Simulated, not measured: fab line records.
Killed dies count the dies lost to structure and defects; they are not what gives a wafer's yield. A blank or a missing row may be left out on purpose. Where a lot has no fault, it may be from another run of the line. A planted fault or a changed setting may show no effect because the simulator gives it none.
Which tool is to blame? | flow rit_cmos | 12 lots, 36 wafers sampled, at 2 steps of a route of 202

## WHAT THE GAUGES SHOWED, per wafer
RIT_NSD_OVL_MEAS_06. Usual: NSD_OVL gives -0.5 nm (standard deviation 1.5).
lot  | measured    | on         | NSD_OVL (nm)      | flag
L687 | day 3 03:43 | overlay-01 | 0.8 1.3 1.1       |
L688 | day 3 10:47 | overlay-02 | 1.2 -2.3 -1.8     |
L689 | day 3 14:17 | overlay-02 | -3.1 -2.7 -2.9    |
L690 | day 3 17:31 | overlay-01 | 3.4 2.1 -1.2      |
L691 | day 4 06:50 | overlay-02 | -0.7 -1.0 0.0     |
L694 | day 4 16:13 | overlay-02 | -2.2 -0.5 -2.1    |
L697 | day 5 08:14 | overlay-02 | 359.7 360.5 356.4 | OFF
L699 | day 5 15:34 | overlay-01 | 361.6 361.8 359.4 | OFF
L700 | day 5 22:04 | overlay-01 | 360.5 360.8 360.8 | OFF
L701 | day 6 01:46 | overlay-02 | 359.7 361.5 359.9 | OFF
L705 | day 6 23:25 | overlay-02 | -0.7 -0.9 -0.9    |
L710 | day 8 03:17 | overlay-02 | -2.8 -1.2 -0.5    |

## TOOL THAT RAN EACH LOT (tool first, then ch and the chambers of the sampled wafers, then the start)
lot  | RIT_NSD_EXPOSE_03
L687 | iline_stepper-01 ch 0, day 3 03:20
L688 | iline_stepper-02 ch 0, day 3 10:20
L689 | iline_stepper-02 ch 0, day 3 13:53
L690 | iline_stepper-01 ch 0, day 3 17:07
L691 | iline_stepper-02 ch 0, day 4 06:26
L694 | iline_stepper-02 ch 0, day 4 15:49
L697 | iline_stepper-01 ch 0, day 5 07:50
L699 | iline_stepper-01 ch 0, day 5 15:07
L700 | iline_stepper-01 ch 0, day 5 21:41
L701 | iline_stepper-01 ch 0, day 6 01:23
L705 | iline_stepper-02 ch 0, day 6 23:01
L710 | iline_stepper-02 ch 0, day 8 02:53
- RIT_NSD_EXPOSE_03: exposes mask M9, target cd 40700 nm.

## AS READ BY THE TOOLS THEMSELVES (means over the sampled wafers that have a number; for cases with no such wafer, the mark the record gives instead)
The record holds no such reading with a usual standard deviation.

## THE ANSWER, worked out from the rows above alone
Rule: a lot is off if the mean of its wafers that have a number lies more than 3 standard deviations from the usual mean. Also off: a lot with no number at a reading for which 4 or more lots have one. The other lots that the step has rows for count as sound. Order of review: gauges by route order, followed by the tools' own readings, for which a lot's mean as printed above is used. At the first step where some lot is off, the reading lying furthest off is the one used; lots without a number count as furthest.
Off: at RIT_NSD_OVL_MEAS_06 (NSD_OVL), L697, L699, L700, L701.
A tool fits if, at a process step before that reading, it ran every lot that is off, and no sound lot after the first of them. Those tools and the gauges at RIT_NSD_OVL_MEAS_06 are tried in the same way. One fits: RIT_NSD_EXPOSE_03 on iline_stepper-01. Its last sound lot is L690 (day 3 17:07), its first lot that is off L697 (day 5 07:50): a fault that began between those two fits.

## WHAT THE SIMULATOR HAD PUT IN
Scanner matching overlay: iline_stepper-01, from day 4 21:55 on, at RIT_NSD_EXPOSE_03. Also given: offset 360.
Struck lots among those shown: L697, L699, L700, L701. Same finding as the rule above.
